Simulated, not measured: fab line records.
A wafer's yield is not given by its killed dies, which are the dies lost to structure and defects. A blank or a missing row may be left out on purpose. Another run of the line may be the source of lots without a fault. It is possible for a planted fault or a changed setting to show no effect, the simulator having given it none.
The same fault as seen by 2 desks | flow berkeley-cmos170 | only its own numbers are on each desk; what lay behind them is given at the end

THE METROLOGY DESK
What the gauges read for every lot (on any tool): the sampled wafers with a number, averaged. If a lot's mean is further than 4 standard deviations from the usual mean, the lot is out of limits and carries the mark OUT (the distance appears in the brackets).
Columns: A = CONTACT_OVL at UCB170_CONTACT_OVL_MEAS_16, usual -1 nm; B = cd-nm at UCB170_CONTACT_CD_MEAS_90, usual 700.6 nm
lot  | first seen here | A  | B
L833 | day 8 01:47     | -5 | 701.2
L834 | day 8 12:04     | -2 | 700.8
L836 | day 9 00:16     | -6 | 700.1
L837 | day 9 02:43     | -6 | 699.8
L838 | day 9 03:35     | 0  | 700.4
L843 | day 10 01:09    | 7  | 699.7
L842 | day 10 02:11    | -4 | 701.1
L841 | day 10 02:26    | 1  | 699.4
L844 | day 10 17:16    | 4  | 701.9
L847 | day 11 08:37    | -0 | 702.6
L849 | day 11 09:04    | 2  | 698.8
L850 | day 11 21:49    | 4  | 702.6
L853 | day 11 23:02    | 0  | 701.4
L854 | day 12 14:34    | -7 | 701.4
Result from this desk: across the 14 lots, nothing is out of limits.

TOOL OWNER'S DESK, rie-metal-04
The tool's own readings at UCB170_M1_METAL_ETCH_12 (etches Al in Cl2/BCl3, stops on PSG, target depth 780 nm, time 130 s): means of the sampled wafers that have a number, for each lot that ran on this tool. If a lot's mean is further than 4 standard deviations from the usual mean, the lot is out of limits and carries the mark OUT (the distance appears in the brackets).
Columns: A = bias-w at UCB170_M1_METAL_ETCH_12, usual 120.0 W; B = drypump-motor-current-A at UCB170_M1_METAL_ETCH_12, usual 5.7 A; C = oes-product-au at UCB170_M1_METAL_ETCH_12, usual 0.852 a.u.; D = throttle-valve-pct at UCB170_M1_METAL_ETCH_12, usual 24.34 %
lot  | first seen here | A               | B   | C     | D
L833 | day 8 05:30     | 119.8           | 5.9 | 0.845 | 24.17
L837 | day 9 04:45     | 119.9           | 5.9 | 0.868 | 24.22
L841 | day 10 04:41    | 120.3           | 5.9 | 0.861 | 24.28
L844 | day 10 21:04    | 119.7           | 5.9 | 0.860 | 24.27
L847 | day 11 13:13    | 114.9 (-15) OUT | 5.9 | 0.868 | 24.26
L850 | day 11 23:50    | 115.3 (-14) OUT | 5.9 | 0.862 | 24.23
This desk's verdict: out of limits on L847, L850, starting with L847 at day 11 13:13 (bias-w at UCB170_M1_METAL_ETCH_12). In limits: L833, L837, L841, L844.

BROUGHT TOGETHER
On L847, L850, at day 11 13:13, an alarm was possible from the tool owner's desk.
The metrology desk saw nothing out of limits.
The metrology desk holds a record of L847, L850, inside its limits.
The lots listed all ran UCB170_M1_METAL_ETCH_12 on rie-metal-04.

WHAT THE SIMULATOR PUT IN
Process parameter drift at UCB170_M1_METAL_ETCH_12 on rie-metal-04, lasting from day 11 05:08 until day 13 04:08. Setting bias-w, moved by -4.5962, from 120. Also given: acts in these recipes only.
Struck lots among those shown: L847, L850.
How many hours passed from the start of the fault until each desk's first out-of-limits reading: the tool owner's desk, 8.
